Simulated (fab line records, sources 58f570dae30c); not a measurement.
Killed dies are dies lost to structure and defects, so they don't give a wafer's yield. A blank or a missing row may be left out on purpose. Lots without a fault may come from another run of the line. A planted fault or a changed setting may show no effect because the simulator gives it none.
Which tool did it? | flow berkeley_cmos170 | 14 lots, 42 wafers sampled, at 2 steps of a route of 331

WHAT THE GAUGES READ, wafer by wafer
UCB170_CONTACT_THK_MEAS_02. Usual: CONTACT_PSG_THK 700 nm, standard deviation 7.6.
lot  | measured     | on            | CONTACT_PSG_THK (nm) | flag
L784 | day 6 16:07  | film_metro-01 | 690 696 695          |
L785 | day 6 16:06  | film_metro-03 | 698 697 701          |
L786 | day 6 22:03  | film_metro-01 | 717 720 715          |
L787 | day 7 12:02  | film_metro-03 | 706 704 706          |
L788 | day 7 13:50  | film_metro-01 | 708 708 711          |
L789 | day 7 13:49  | film_metro-03 | 704 711 710          |
L790 | day 8 00:19  | film_metro-02 | 710 705 708          |
L791 | day 8 15:26  | film_metro-01 | 695 700 700          |
L796 | day 9 06:24  | film_metro-01 | 758 755 754          | OFF
L797 | day 9 16:59  | film_metro-02 | 747 750 747          | OFF
L799 | day 10 02:29 | film_metro-01 | 684 685 688          |
L801 | day 10 06:11 | film_metro-02 | 696 697 694          |
L803 | day 10 20:19 | film_metro-03 | 707 703 708          |
L806 | day 11 09:47 | film_metro-01 | 695 694 686          |

WHICH TOOL RAN EACH LOT (tool, then ch and the chambers of the sampled wafers, then the start)
lot  | UCB170_CONTACT_CVD_01
L784 | lpcvd-02 ch 0, day 6 14:19
L785 | lpcvd-02 ch 1, day 6 14:19
L786 | lpcvd-01 ch 0, day 6 20:16
L787 | lpcvd-01 ch 1, day 7 10:15
L788 | lpcvd-01 ch 1, day 7 12:02
L789 | lpcvd-01 ch 1, day 7 12:02
L790 | lpcvd-01 ch 1, day 7 22:29
L791 | lpcvd-02 ch 1, day 8 13:38
L796 | lpcvd-01 ch 0, day 9 04:37
L797 | lpcvd-01 ch 0, day 9 15:12
L799 | lpcvd-02 ch 0, day 10 00:41
L801 | lpcvd-02 ch 1, day 10 04:23
L803 | lpcvd-02 ch 0, day 10 18:31
L806 | lpcvd-02 ch 0, day 11 07:59
- UCB170_CONTACT_CVD_01: deposits PSG from SiH4/O2/PH3, target thk 700 nm, time 2820 s.

WHAT THE TOOLS THEMSELVES READ (means of the sampled wafers that have a number; where no wafer has one, the mark that the record gives instead)
UCB170_CONTACT_CVD_01. Usual: sih4_flow_sccm 60.01 sccm, standard deviation 0.16; susceptor_temp_C 450.10 C, standard deviation 0.26.
lot  | tool     | sih4_flow_sccm (sccm) | susceptor_temp_C (C) | flag
L784 | lpcvd-02 | 59.83                 | 449.93               |
L785 | lpcvd-02 | 60.09                 | 449.96               |
L786 | lpcvd-01 | 59.93                 | 449.88               |
L787 | lpcvd-01 | 60.09                 | 450.18               |
L788 | lpcvd-01 | 60.03                 | 449.75               |
L789 | lpcvd-01 | 60.10                 | 450.19               |
L790 | lpcvd-01 | 60.09                 | 450.26               |
L791 | lpcvd-02 | 60.08                 | 450.18               |
L796 | lpcvd-01 | 71.98                 | 450.50               | OFF
L797 | lpcvd-01 | 71.79                 | 450.05               | OFF
L799 | lpcvd-02 | 59.91                 | 450.44               |
L801 | lpcvd-02 | 59.82                 | 450.04               |
L803 | lpcvd-02 | 59.84                 | 450.08               |
L806 | lpcvd-02 | 60.15                 | 450.29               |

THE ANSWER, worked out from the rows above alone
Rule: a lot is off if the mean of its wafers that have a number lies more than 3 standard deviations from the usual mean. A lot without any number at a reading at which 4 lots or more have one is off too. The other lots that the step has rows for count as sound. The gauges are gone through in route order, then the tools' own readings, and for those a lot's mean is taken as printed above. The first step at which some lot is off is used, and at that step the reading that is off furthest; a lot without a number counts as furthest.
Off: L796, L797, at UCB170_CONTACT_THK_MEAS_02 (CONTACT_PSG_THK).
A tool fits if, at a process step before that reading, it ran every lot that is off, and no sound lot after the first of them. The gauges at UCB170_CONTACT_THK_MEAS_02 aren't tried: what is off there is off at UCB170_CONTACT_CVD_01 too, on other tools, and a gauge's error can't cause that. One fits: lpcvd-01 at UCB170_CONTACT_CVD_01. Its last sound lot is L790 (day 7 22:29), its first lot that is off L796 (day 9 04:37): a fault that began between those two fits.
The tool's own readings at UCB170_CONTACT_CVD_01 bear it out: on the lots that are off they differ by more than 5 times the standard deviation of the sound lots' means. sih4_flow_sccm reads 71.89 sccm there against 60.00 sccm on the sound lots.

WHAT THE SIMULATOR HAD PUT IN
Process parameter drift: lpcvd-01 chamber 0, from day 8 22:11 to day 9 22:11, at UCB170_CONTACT_CVD_01. Setting sih4_flow_sccm, moved by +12, from 60. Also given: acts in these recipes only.
Lots struck among those shown: L796, L797. The rule above found the same.
